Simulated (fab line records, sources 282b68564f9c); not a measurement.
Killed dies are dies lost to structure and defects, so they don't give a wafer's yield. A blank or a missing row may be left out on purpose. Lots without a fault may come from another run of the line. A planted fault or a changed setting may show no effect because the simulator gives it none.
Problem report in the 8D (eight disciplines) form, filled by code | flow rit_cmos | the parts of the form that need people (team, actions taken, sign-off) are left out

1. THE PROBLEM
NWELL_RS at RIT_WELLDRIVE_RS_MEAS_01 reads a mean of 252.7 ohm/sq on 6 wafers of 2 lots; wafers without a fault read 275.2 ohm/sq with a standard deviation of 0.64. That is -35 standard deviations from the usual mean.
The step: measures by four-point-probe.
First seen on wafer L879.2, day 4 16:08, on film_metro-04. The record holds 42 wafers of 14 lots with a number at this step. Rule for "out", or "out of limits": more than 4 standard deviations from the usual mean. The other wafers with a number count as sound.

2. WHAT IT IS AND WHAT IT IS NOT
question                    | is                           | is not
which readings at this step | NWELL_RS                     | -
which lots                  | L879, L881                   | L867, L870, L872, L873, L874, L875, L877, L878, L885, L886, L888, L890
which wafers of those lots  | all that have a number       | -
read on which gauges        | film_metro-01, film_metro-04 | film_metro-02
when                        | from day 4 16:08             | up to then (24 sound wafers); but 12 sound wafers of L885, L886, L888, L890 came after

3. SUSPECTS, AND WHAT RULES EACH OUT
Counting: a tool at a process step up to the reading stays a suspect if it ran every lot that is out and no sound lot after the first of them.
- the gauge at RIT_WELLDRIVE_RS_MEAS_01: ruled out. The wafers that are out were read on 2 gauges (film_metro-01, film_metro-04).
- furnace-02 at RIT_WELLDRIVE_ANNEAL_00 (time 14700 s): kept. It ran every lot that is out, first L879 (day 4 11:02), and no sound lot after that; its last sound lot up to then is L875 (day 3 16:20). Its own readings are out on those wafers: spike_tc_centre_C, spike_tc_load_C, spike_tc_source_C, tube_center_temp_C, tube_center_temp_C_max.
Left after counting: furnace-02 at RIT_WELLDRIVE_ANNEAL_00.

4. THE CAUSE (what the simulator had put in)
Process parameter drift: furnace-02, from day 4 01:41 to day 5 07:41, at RIT_WELLDRIVE_ANNEAL_00. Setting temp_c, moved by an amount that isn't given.
Counting left only this tool.

5. THE CHAIN OF EFFECTS, in route order
Each row: a reading whose mean over the struck wafers that have a number lies more than 3 standard deviations from the usual. Only readings for which the record gives a usual standard deviation are gone through. hours: the time from each lot's start at the first step in this table that gives one to its start at this step, as a median over the lots. sigmas: the change in usual standard deviations.
hours | step                     | reading                | usual        | on struck wafers | change | sigmas
0     | RIT_WELLDRIVE_ANNEAL_00  | spike_tc_centre_C      | 1102.5 C     | 1124.1           | +21.6  | +20
0     | RIT_WELLDRIVE_ANNEAL_00  | spike_tc_load_C        | 1124.3 C     | 1149.8           | +25.5  | +11
0     | RIT_WELLDRIVE_ANNEAL_00  | spike_tc_source_C      | 1124.8 C     | 1144.2           | +19.5  | +6.9
0     | RIT_WELLDRIVE_ANNEAL_00  | tube_center_temp_C     | 1100 C       | 1122             | +22    | +99 or more
0     | RIT_WELLDRIVE_ANNEAL_00  | tube_center_temp_C_max | 1102.8       | 1124.5           | +21.7  | +47
5     | RIT_WELLDRIVE_RS_MEAS_01 | NWELL_RS               | 275.2 ohm/sq | 252.7            | -22.5  | -35
5     | RIT_WELLDRIVE_RS_MEAS_02 | PWELL_RS               | 430.5 ohm/sq | 404.8            | -25.7  | -21
The process steps in it:
- RIT_WELLDRIVE_ANNEAL_00: time 14700 s.
Later measuring or inspecting steps at which every struck wafer that the step has a row for has a number for every such reading, and none has moved that far: RIT_M1_BOW_MEAS_16.

6. WHAT WOULD HAVE CAUGHT IT SOONER
In this record the first reading out of limits at a measuring or inspecting step was taken at day 4 16:08, 14 hours after the fault began at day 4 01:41.
The tool's own readings at RIT_WELLDRIVE_ANNEAL_00 were out on every struck wafer that the step has a row for (spike_tc_centre_C, spike_tc_load_C, spike_tc_source_C, tube_center_temp_C, tube_center_temp_C_max): an alarm limit on them would have fired on the first of those.
Of the lots that are out (2), L881 began RIT_WELLDRIVE_ANNEAL_00 on furnace-02 after day 4 16:08. A hold on the tool at that time would have spared it.
